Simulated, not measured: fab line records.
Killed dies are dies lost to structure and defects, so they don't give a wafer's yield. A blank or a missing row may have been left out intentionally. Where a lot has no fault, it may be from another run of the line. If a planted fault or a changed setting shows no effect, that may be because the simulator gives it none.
fab line records    flow rit-cmos
record: lots: 12  wafers: 36  last-day: 7
route steps=202 shown M1@184
lots that met no fault: taken from a fault-free run of the same line
start-h: hours from the record's first day to the start of the lot's first wafer shown    wait-h: hours from the lot's prior step to this one    " as in the row above    L1.1+2: a row that stands for several wafers    - no value, or no start given    * or withheld: withheld    < > ~ a bound
route shown NAME@n: NAME is a module with steps in the file, n the number in the route of the first one    usual: mean/standard deviation of fault-free wafers    same: alike in all rows    chamber/n: place in a boat    sites: the reading at each site    _std_site: the values' standard deviation    _edge_site: outer sites' mean less inner sites'    radius-mm: how far each site lies from the wafer's centre    mask NAME#n: copy n    behind: tool/chamber where the wafer was last shaped    hold: reason for holding the lot/hours on hold/outcome of the hold    device: names the non-switching transistor (n, p or np)    end of line: the same wafers' tests at the end of the route    step lacking rows: just its recipe    killed: dies lost to structure and defects at the first sort, not the wafer's yield    map: per-die view of a wafer (x killed, . not killed, _ where there is no die)
set.NAME: the setting the step ran with; set.NAME@STEP: the setting that earlier step ran with    model.NAME: the simulator's own value behind a step, which no gauge read
one table for each step of the route and one row for each wafer, over a sample of lots
services: the hour from which a tool's chamber was out of use, counted from the record's first day as start-h (under 0 if before that day), plus the number of hours and why
== steps ==
step: RIT_M1_SPUTTER_00
recipe: material: Al  target-thk-nm: 400  power-w: 2000  chamber-pressure-pa: 0.4  gas: Ar  time-s: 500  substrate-temp-c: 25
usual: cathode-dc-power-W: 2000.0/0.38  throttle-valve-pct: 29.9/0.69
lot.wafer  tool            chamber  start-h  wait-h  cathode-dc-power-W  throttle-valve-pct
L817.2     pvd-sputter-01  -        56.59    0.0     2000.2              29.0
L817.4     "               -        "        "       1999.7              29.6
L817.6     "               -        "        "       1999.6              29.4
L818.2     pvd-sputter-03  -        62.15    0.0     2000.3              30.0
L818.3     "               -        "        "       1999.9              30.1
L818.5     "               -        "        "       1999.8              30.1
L819.1     pvd-sputter-01  -        64.10    0.0     2000.1              28.8
L819.3     "               -        "        "       2000.2              29.7
L819.4     "               -        "        "       2000.4              30.1
L820.2     pvd-sputter-03  -        68.49    0.0     1999.7              30.0
L820.4     "               -        "        "       1999.8              30.2
L820.5     "               -        "        "       1999.4              30.1
L821.1     pvd-sputter-01  -        75.56    0.0     1999.8              29.9
L821.3     "               -        "        "       2000.6              29.5
L821.6     "               -        "        "       1999.7              29.6
L822.2     pvd-sputter-03  -        82.30    0.0     2000.2              29.9
L822.3     "               -        "        "       1999.5              30.0
L822.5     "               -        "        "       2000.1              30.1
L825.1     pvd-sputter-01  -        97.61    0.0     3090.4              30.0
L825.2     "               -        "        "       1999.9              29.0
L825.3     "               -        "        "       1999.8              30.0
L826.2     pvd-sputter-03  -        105.11   0.0     1999.2              31.2
L826.5     "               -        "        "       1999.4              30.5
L826.6     "               -        "        "       1999.7              30.2
L834.1     pvd-sputter-03  -        143.73   0.0     2000.1              31.5
L834.3     "               -        "        "       2000.7              30.2
L834.4     "               -        "        "       1999.7              30.0
L836.2     pvd-sputter-03  -        150.51   0.0     2000.0              30.5
L836.4     "               -        "        "       1999.6              31.1
L836.5     "               -        "        "       2000.3              31.4
L838.1     pvd-sputter-03  -        161.78   0.0     1999.8              30.1
L838.2     "               -        "        "       2000.0              29.8
L838.5     "               -        "        "       1999.2              30.1
L840.1     pvd-sputter-03  -        172.41   0.0     1999.5              29.8
L840.5     "               -        "        "       2000.1              30.3
L840.6     "               -        "        "       2000.2              29.9
step: RIT_M1_RS_MEAS_01
recipe: thk-meas-gauge: four-point-probe  reads: Al_of_M1_SPUTTER_00
usual: M1_AL_RS: 0.0732/0.00077
lot.wafer  tool           chamber  start-h  wait-h  M1_AL_RS[ohm/sq]
L817.2     film-metro-02  -        56.91    0.2     0.0728
L817.4     "              -        "        "       0.0717
L817.6     "              -        "        "       0.0730
L818.2     film-metro-04  -        62.47    0.2     0.0733
L818.3     "              -        "        "       0.0731
L818.5     "              -        "        "       0.0733
L819.1     film-metro-03  -        64.39    0.1     0.0729
L819.3     "              -        "        "       0.0727
L819.4     "              -        "        "       0.0717
L820.2     film-metro-02  -        68.81    0.2     0.0716
L820.4     "              -        "        "       0.0725
L820.5     "              -        "        "       0.0725
L821.1     film-metro-04  -        75.86    0.1     0.0726
L821.3     "              -        "        "       0.0737
L821.6     "              -        "        "       0.0739
L822.2     film-metro-04  -        82.61    0.2     0.0726
L822.3     "              -        "        "       0.0735
L822.5     "              -        "        "       0.0733
L825.1     film-metro-03  -        97.90    0.1     0.0468
L825.2     "              -        "        "       0.0735
L825.3     "              -        "        "       0.0737
L826.2     film-metro-04  -        105.43   0.2     0.0737
L826.5     "              -        "        "       0.0733
L826.6     "              -        "        "       0.0738
L834.1     film-metro-03  -        144.02   0.1     0.0735
L834.3     "              -        "        "       0.0734
L834.4     "              -        "        "       0.0727
L836.2     film-metro-02  -        150.82   0.2     0.0743
L836.4     "              -        "        "       0.0739
L836.5     "              -        "        "       0.0738
L838.1     film-metro-03  -        162.08   0.1     0.0733
L838.2     "              -        "        "       0.0724
L838.5     "              -        "        "       0.0730
L840.1     film-metro-02  -        172.71   0.1     0.0720
L840.5     "              -        "        "       0.0727
L840.6     "              -        "        "       0.0723
step: RIT_M1_THK_MEAS_02
recipe: thk-meas-gauge: xrf  reads: Al_of_M1_SPUTTER_00
usual: M1_AL_THK: 402/4.7
lot.wafer  tool           chamber  start-h  wait-h  M1_AL_THK[nm]
L817.2     film-metro-02  -        57.02    0.1     405
L817.4     "              -        "        "       410
L817.6     "              -        "        "       402
L818.2     film-metro-04  -        62.58    0.1     404
L818.3     "              -        "        "       403
L818.5     "              -        "        "       403
L819.1     film-metro-03  -        64.51    0.1     403
L819.3     "              -        "        "       406
L819.4     "              -        "        "       410
L820.2     film-metro-02  -        68.92    0.1     410
L820.4     "              -        "        "       406
L820.5     "              -        "        "       407
L821.1     film-metro-04  -        75.98    0.1     404
L821.3     "              -        "        "       399
L821.6     "              -        "        "       397
L822.2     film-metro-04  -        82.72    0.1     406
L822.3     "              -        "        "       401
L822.5     "              -        "        "       400
L825.1     film-metro-03  -        98.02    0.1     624
L825.2     "              -        "        "       399
L825.3     "              -        "        "       400
L826.2     film-metro-04  -        105.54   0.1     399
L826.5     "              -        "        "       399
L826.6     "              -        "        "       399
L834.1     film-metro-03  -        144.14   0.1     404
L834.3     "              -        "        "       403
L834.4     "              -        "        "       406
L836.2     film-metro-02  -        150.93   0.1     395
L836.4     "              -        "        "       397
L836.5     "              -        "        "       398
L838.1     film-metro-03  -        162.20   0.1     402
L838.2     "              -        "        "       407
L838.5     "              -        "        "       406
L840.1     film-metro-02  -        172.83   0.1     409
L840.5     "              -        "        "       405
L840.6     "              -        "        "       405
step: RIT_M1_METAL_ETCH_12
recipe: stop-on: SiO2  chemistry: Cl2/BCl3  target: Al  time-s: 165  over-etch-frac: 0.5  pressure-mtorr: 100  target-depth-a: 6000  rf-w: 250  Cl2_flow_sccm: 60  bcl3-flow-sccm: 50
usual: chamber-pressure-mTorr: 99.99/0.09  drypump-motor-current-A: 5.6/0.64  oes-product-au: 0.777/0.011  throttle-valve-pct: 8.31/0.12
lot.wafer  tool          chamber  start-h  wait-h  chamber-pressure-mTorr  drypump-motor-current-A  oes-product-au  rf-hours-counter-h  throttle-valve-pct
L817.2     rie-metal-03  0        58.65    0.2     100.21                  5.8                      0.787           1                   8.37
L817.4     "             1        "        "       100.13                  4.9                      0.799           -                   8.44
L817.6     "             1        "        "       99.85                   4.9                      0.794           -                   8.45
L818.2     rie-metal-04  1        64.43    0.2     99.95                   4.9                      0.769           -                   8.37
L818.3     "             1        "        "       99.83                   4.9                      0.768           -                   8.37
L818.5     "             1        "        "       100.16                  4.9                      0.765           -                   8.37
L819.1     rie-metal-02  0        65.98    0.2     99.95                   6.6                      0.766           4                   8.18
L819.3     "             0        "        "       99.83                   6.5                      0.769           -                   8.17
L819.4     "             1        "        "       100.03                  6.0                      0.789           -                   8.11
L820.2     rie-metal-03  0        70.39    0.2     99.91                   5.8                      0.783           1                   8.36
L820.4     "             0        "        "       100.14                  5.8                      0.784           -                   8.37
L820.5     "             1        "        "       99.95                   4.9                      0.795           -                   8.44
L821.1     rie-metal-04  1        77.45    0.2     100.07                  4.9                      0.764           36                  8.36
L821.3     "             1        "        "       100.08                  4.9                      0.762           -                   8.36
L821.6     "             1        "        "       100.00                  4.9                      0.759           -                   8.36
L822.2     rie-metal-02  1        84.06    0.2     100.08                  6.0                      0.783           4                   8.11
L822.3     "             0        "        "       99.87                   6.5                      0.768           -                   8.18
L822.5     "             0        "        "       100.03                  6.6                      0.773           -                   8.19
L825.1     rie-metal-02  1        99.42    0.2     99.90                   6.0                      1.016           4                   8.09
L825.2     "             0        "        "       99.91                   6.6                      0.765           4                   8.18
L825.3     "             1        "        "       100.18                  6.0                      0.777           -                   8.11
L826.2     rie-metal-03  1        107.11   0.2     99.96                   4.9                      0.791           1                   8.46
L826.5     "             1        "        "       99.98                   4.9                      0.783           -                   8.45
L826.6     "             0        "        "       100.08                  5.8                      0.775           -                   8.38
L834.1     rie-metal-03  0        145.56   0.2     99.91                   5.8                      0.775           2                   8.38
L834.3     "             0        "        "       100.01                  5.8                      0.782           -                   8.38
L834.4     "             1        "        "       100.08                  5.0                      0.788           -                   8.44
L836.2     rie-metal-03  1        152.27   0.2     99.91                   5.0                      0.784           2                   8.45
L836.4     "             1        "        "       99.92                   5.0                      0.793           -                   8.43
L836.5     "             1        "        "       99.99                   4.9                      0.787           -                   8.45
L838.1     rie-metal-02  0        163.67   0.2     100.04                  6.5                      0.768           5                   8.17
L838.2     "             1        "        "       100.14                  6.0                      0.786           5                   8.12
L838.5     "             1        "        "       100.18                  6.0                      0.779           -                   8.10
L840.1     rie-metal-04  0        174.30   0.2     100.01                  5.9                      0.777           0                   8.30
L840.5     "             0        "        "       100.04                  5.9                      0.776           -                   8.30
L840.6     "             1        "        "       99.86                   4.9                      0.781           -                   8.36
== services ==
tool            chamber  start-h  hours  kind
pvd-sputter-03  -        39.43    2.6    repair
rie-metal-04    0        59.40    90.1   repair
rie-metal-02    -        79.01    0.3    repair
rie-metal-04    1        84.29    11.0   repair
rie-metal-04    -        136.12   20.0   pm
rie-metal-04    0        136.12   20.0   vent-cycle
rie-metal-04    1        136.12   20.0   vent-cycle
rie-metal-04    0        156.12   -      clean
rie-metal-04    1        156.12   -      clean
== key ==
first-sign: step: RIT_M1_SPUTTER_00  reading: cathode-dc-power-W  direction: up  sigmas: 99+  usual: 2000.0  struck: 3090.4
effect: step: RIT_M1_RS_MEAS_01  reading: M1_AL_RS  direction: down  sigmas: 34  usual: 0.0732  struck: 0.0468
effect: step: RIT_M1_THK_MEAS_02  reading: M1_AL_THK  direction: up  sigmas: 47  usual: 402  struck: 624
effect: step: RIT_M1_METAL_ETCH_12  reading: oes-product-au  direction: up  sigmas: 21  usual: 0.777  struck: 1.016
met-at RIT_M1_SPUTTER_00
struck-lots L825
struck-wafers L825.1
sort-left-out L825.1
onset-between 75.56 97.61
fault: kind: process-parameter-drift  tool: pvd-sputter-01  chamber: -  onset-h: 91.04  steps: RIT_M1_SPUTTER_00  channel: power-w  offset: 1090.6  shape: step  end-h: 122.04  acts-in: these-recipes-only  stated: 2000  scope: struck-wafers-only
sort-left-out: the simulated sort isn't trusted on such a fault, so these wafers' sort isn't shown, and their yield isn't known
